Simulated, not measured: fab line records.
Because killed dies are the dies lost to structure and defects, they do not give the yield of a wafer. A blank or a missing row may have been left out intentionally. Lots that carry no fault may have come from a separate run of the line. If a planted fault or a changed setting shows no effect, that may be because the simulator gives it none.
Check for tools in common	flow rit cmos	13 lots, 39 wafers sampled

REASON IT WAS OPENED
At RIT_ACTIVE_CD_MEAS_11 the reading cd nm is flagged on 1 of 13 lots. Fault-free wafers read 1399.8 nm, with a standard deviation of 2.2.
Rule: a lot is flagged when every wafer of it that has a number lies more than 4 standard deviations from that mean, or none has a number. The other lots count as sound.

lot	measured	on	cd nm (nm), wafer by wafer	flag
L646	day 1 17:28	cd sem-02	1399.1 1400.0 1401.3	
L647	day 1 20:36	cd sem-01	1399.2 1398.4 1397.5	
L648	day 2 00:52	cd sem-01	1399.3 1398.7 1397.9	
L650	day 2 11:05	cd sem-02	1401.9 1402.8 1402.3	
L653	day 3 02:05	cd sem-01	1397.0 1393.7 1399.6	
L655	day 3 13:50	cd sem-01	1552.5 1551.7 1552.6	FLAGGED
L660	day 4 18:08	cd sem-02	1396.3 1397.0 1396.6	
L664	day 5 08:49	cd sem-01	1398.4 1399.5 1398.6	
L665	day 5 13:53	cd sem-02	1399.1 1398.9 1401.7	
L666	day 5 22:18	cd sem-02	1395.5 1393.4 1394.3	
L667	day 6 03:02	cd sem-01	1399.9 1400.9 1398.7	
L668	day 6 05:15	cd sem-01	1401.0 1401.5 1401.4	
L669	day 6 09:30	cd sem-01	1400.2 1400.9 1403.7	
On average the flagged lots' numbers are 1552.3 nm, which is +152.5 nm against the usual, or +69 standard deviations.

WHICH TOOL EACH LOT WENT THROUGH
The record keeps 1 process step preceding the reading, out of 202 steps on the route. Every cell lists first the tool, next ch and the chambers used by the sampled wafers, and last the start.
lot	flag	RIT_ACTIVE_EXPOSE_08
L646		iline stepper-02 ch 0, day 1 17:04
L647		iline stepper-02 ch 0, day 1 20:12
L648		iline stepper-02 ch 0, day 2 00:28
L650		iline stepper-02 ch 0, day 2 10:41
L653		iline stepper-02 ch 0, day 3 01:41
L655	FLAGGED	iline stepper-02 ch 0, day 3 13:26
L660		iline stepper-01 ch 0, day 4 17:44
L664		iline stepper-02 ch 0, day 5 08:25
L665		iline stepper-01 ch 0, day 5 13:28
L666		iline stepper-02 ch 0, day 5 21:54
L667		iline stepper-01 ch 0, day 6 02:38
L668		iline stepper-02 ch 0, day 6 04:51
L669		iline stepper-02 ch 0, day 6 09:06
What is done by these steps:
- RIT_ACTIVE_EXPOSE_08: exposes mask M1, target cd 1400 nm.
- RIT_ACTIVE_CD_MEAS_11: target cd 1400 nm.

FLAGGED AGAINST TOTAL, ONE TOOL AT A TIME (gauges that did the reading follow at the end)
step	tool	lots run	flagged	share of the flagged lots	sound lots run after its first flagged lot
RIT_ACTIVE_EXPOSE_08	iline stepper-01	3	0	none	-
RIT_ACTIVE_EXPOSE_08	iline stepper-02	10	1	all	4 (L664,L666,L668,L669)
RIT_ACTIVE_CD_MEAS_11	cd sem-01	8	1	all	4 (L664,L667,L668,L669)
RIT_ACTIVE_CD_MEAS_11	cd sem-02	5	0	none	-

THE TABLE: WHAT IT ALLOWS
iline stepper-02 at RIT_ACTIVE_EXPOSE_08 and cd sem-01 at RIT_ACTIVE_CD_MEAS_11 are the 2 rows of the table that ran each flagged lot.
- iline stepper-02 at RIT_ACTIVE_EXPOSE_08: 1 of its 10 lots flagged. Sound lots ran on it after the first flagged one (L664, L666, L668, L669), which a lasting fault on the whole tool wouldn't allow.
- cd sem-01 at RIT_ACTIVE_CD_MEAS_11: 1 of its 8 lots flagged. Sound lots ran on it after the first flagged one (L664, L667, L668, L669), which a lasting fault on the whole tool wouldn't allow.
None of the table's rows ran every flagged lot and, after the first, no sound lot.

WHAT THE SIMULATOR PUT IN
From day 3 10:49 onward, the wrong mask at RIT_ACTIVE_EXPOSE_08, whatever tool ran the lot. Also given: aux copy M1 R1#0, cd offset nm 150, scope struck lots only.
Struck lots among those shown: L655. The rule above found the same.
